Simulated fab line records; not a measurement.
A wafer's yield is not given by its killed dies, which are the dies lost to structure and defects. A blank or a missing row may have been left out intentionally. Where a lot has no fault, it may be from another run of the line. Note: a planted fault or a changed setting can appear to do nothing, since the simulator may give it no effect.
Problem report, 8D (eight disciplines) form, completed by code    flow rit_cmos    the parts of the form that need people (team, actions taken, sign-off) are left out

1. THE PROBLEM
Mean of heater_power_total_W at RIT_PWELL_SOFTBAKE_02: 35.39 W across 6 wafers in 2 lots; on wafers with no fault it is 34.57 W (standard deviation 0.054). Measured from the usual mean, that is +15 standard deviations.
The step: time 60 s.
Earliest sighting: wafer L447.1 on litho_track-02 at day 5 08:02. The record has a number at this step for 42 wafers belonging to 14 lots. The rule behind "out" and "out of limits": a value lying over 4 standard deviations away from the usual mean. All remaining wafers that have a number are taken as sound.

2. WHAT IT IS; WHAT IT IS NOT
question                     is                                  is not
which readings at this step  heater_power_total_W, plate_temp_C  exhaust_pa
which lots                   L447, L448                          L432, L434, L435, L436, L437, L438, L440, L442, L444, L446, L452, L454
which wafers of those lots   all that have a number              -
read on which tools          litho_track-02                      litho_track-03, litho_track-04
when                         from day 5 08:02                    up to then (30 sound wafers); but 6 sound wafers of L452, L454 came after

3. WHAT RULES OUT EACH SUSPECT
Counting: a tool at a process step up to the reading stays a suspect if it ran every lot that is out and no sound lot after the first of them.
- litho_track-02 at RIT_PWELL_SOFTBAKE_02 (time 60 s): kept. It ran every lot that is out, first L447 (day 5 08:02), and no sound lot after that; its last sound lot up to then is L444 (day 4 17:47). Out on those wafers are its own readings of heater_power_total_W, plate_temp_C.
Remaining after the count: litho_track-02 at RIT_PWELL_SOFTBAKE_02.

4. THE CAUSE (what the simulator had put in)
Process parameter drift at RIT_PWELL_SOFTBAKE_02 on litho_track-02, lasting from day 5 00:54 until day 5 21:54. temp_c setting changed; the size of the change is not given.
Only this tool survived the counting.

5. SEQUENCE OF EFFECTS, ordered by route
Each row: a reading where the mean over the struck wafers with a number is more than 3 standard deviations away from the usual. Only readings for which the record gives a usual standard deviation are gone through. hours: the time from each lot's start at the first step in this table that gives one to its start at this step, as a median over the lots. sigmas: the change in usual standard deviations.
hours  step                   reading               usual    on struck wafers  change  sigmas
0      RIT_PWELL_SOFTBAKE_02  heater_power_total_W  34.57 W  35.39             +0.82   +15
0      RIT_PWELL_SOFTBAKE_02  plate_temp_C          90.01 C  91.53             +1.52   +13
Here are the process steps it includes:
- RIT_PWELL_SOFTBAKE_02: time 60 s.

6. WHAT WOULD HAVE CAUGHT IT SOONER
7 hours passed between the start of the fault at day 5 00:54 and the first reading out of limits in this record, taken at day 5 08:02.
